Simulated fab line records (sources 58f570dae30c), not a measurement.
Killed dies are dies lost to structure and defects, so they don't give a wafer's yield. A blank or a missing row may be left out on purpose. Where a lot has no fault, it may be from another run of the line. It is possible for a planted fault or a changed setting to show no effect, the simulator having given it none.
What tool caused it? || flow berkeley_cmos170 || route of 331 steps, sampled at 1 step: 7 lots, 21 wafers

== WHAT EACH GAUGE READ, for each wafer ==
UCB170_CONTACT_CD_MEAS_15 targets a cd of 700 nm.
{"lot": "L604", "measured": "day 7 05:36", "on": "cd_sem-02", "cd_nm (nm)": "700.0 699.1 699.7"}
{"lot": "L607", "measured": "day 8 04:46", "on": "cd_sem-01", "cd_nm (nm)": "701.2 701.1 700.9"}
{"lot": "L611", "measured": "day 8 06:40", "on": "cd_sem-01", "cd_nm (nm)": "701.3 699.0 700.7"}
{"lot": "L614", "measured": "day 9 10:01", "on": "cd_sem-02", "cd_nm (nm)": "701.6 702.7 702.5"}
{"lot": "L615", "measured": "day 9 15:15", "on": "cd_sem-01", "cd_nm (nm)": "701.8 701.6 701.1"}
{"lot": "L625", "measured": "day 11 18:40", "on": "cd_sem-01", "cd_nm (nm)": "700.9 701.4 701.1"}
{"lot": "L623", "measured": "day 11 20:47", "on": "cd_sem-01", "cd_nm (nm)": "698.1 698.7 698.7"}

== EACH LOT AND THE TOOL THAT RAN IT (in order: tool; ch and the chambers of the sampled wafers; start) ==
No process step before these readings appears in the record.

== THE ANSWER, worked out from the rows above alone ==
Rule: the usual values come from the lots themselves. Put in order of their means at a reading, lots are off if they are a third of the lots or fewer, leave a main group of 4 or more, and stand apart from it by a gap of 3 or more times the standard deviation of the main group's means; of several such gaps the widest counts. Not used: any main group whose means are identical at the precision the tables above print for the reading. Also off: a lot with no number at a reading for which 4 or more lots have one. Where the step has rows for the other lots, those lots are counted as sound.
No lot is off on any of the readings shown, so nothing can be concluded from this.

== WHAT THE SIMULATOR HAD INSERTED ==
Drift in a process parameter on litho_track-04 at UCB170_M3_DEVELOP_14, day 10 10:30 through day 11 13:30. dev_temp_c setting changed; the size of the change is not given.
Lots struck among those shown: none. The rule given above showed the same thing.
